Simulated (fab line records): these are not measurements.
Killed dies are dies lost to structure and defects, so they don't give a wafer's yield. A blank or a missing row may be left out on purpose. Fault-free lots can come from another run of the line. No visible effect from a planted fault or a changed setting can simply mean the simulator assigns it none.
Chamber matching :: flow berkeley cmos170 :: 4 sister chambers for UCB170_PWELL_ETCH_14 on rie diel-02
The step etches Si3N4 in CH3F/Ar/O2, stops on SiO2, target depth 242 nm, time 151 s. 7 wafers are shown with their chamber, then 7 later ones without.

## EACH WAFER AND ITS CHAMBER
wafer: L540.2
chamber: 3
throttle valve pct (%): 8.01
oes product au (a.u.): 0.932

wafer: L543.5
chamber: 2
throttle valve pct (%): 7.97
oes product au (a.u.): 0.968

wafer: L544.2
chamber: 0
throttle valve pct (%): 7.93
oes product au (a.u.): 0.948

wafer: L544.3
chamber: 1
throttle valve pct (%): 7.94
oes product au (a.u.): 0.947

wafer: L544.6
chamber: 1
throttle valve pct (%): 7.97
oes product au (a.u.): 0.950

wafer: L548.2
chamber: 2
throttle valve pct (%): 7.95
oes product au (a.u.): 0.983

wafer: L548.3
chamber: 0
throttle valve pct (%): 7.93
oes product au (a.u.): 0.952

## WAFERS WHOSE CHAMBER IS MISSING
wafer: L548.6
throttle valve pct (%): 7.96
oes product au (a.u.): 0.973

wafer: L549.2
throttle valve pct (%): 7.95
oes product au (a.u.): 0.946

wafer: L549.4
throttle valve pct (%): 7.99
oes product au (a.u.): 0.932

wafer: L549.6
throttle valve pct (%): 7.98
oes product au (a.u.): 0.968

wafer: L556.3
throttle valve pct (%): 7.95
oes product au (a.u.): 0.979

wafer: L556.4
throttle valve pct (%): 7.93
oes product au (a.u.): 0.954

wafer: L556.5
throttle valve pct (%): 7.98
oes product au (a.u.): 0.978

## THE CHAMBER EACH PASSED THROUGH
wafer: L548.6
from the rows above: 2
in truth: 2

wafer: L549.2
from the rows above: can't be placed: 1 or 0
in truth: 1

wafer: L549.4
from the rows above: 3
in truth: 3

wafer: L549.6
from the rows above: can't be placed: 2 or 1
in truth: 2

wafer: L556.3
from the rows above: 2
in truth: 2

wafer: L556.4
from the rows above: can't be placed: 0 or 1
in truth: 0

wafer: L556.5
from the rows above: 2
in truth: 2
Correctly placed: 4 of 7. These rows do not allow placing 3 (true chamber among the candidates in 3). Number placed wrongly: 0.
How it was worked out, from the rows above alone: a wafer's distance from a chamber is the root of the sum, over the readings, of the square of ((its reading less the chamber's mean) divided by the reading's scatter). The wafer belongs to the nearest chamber; if the next one is less than 2 further off, it can't be placed. A chamber's mean is the mean of its shown wafers. The scatter is the square root of a quotient: the sum, over the shown wafers, of each reading's squared deviation from its chamber's mean, divided by wafers minus chambers.
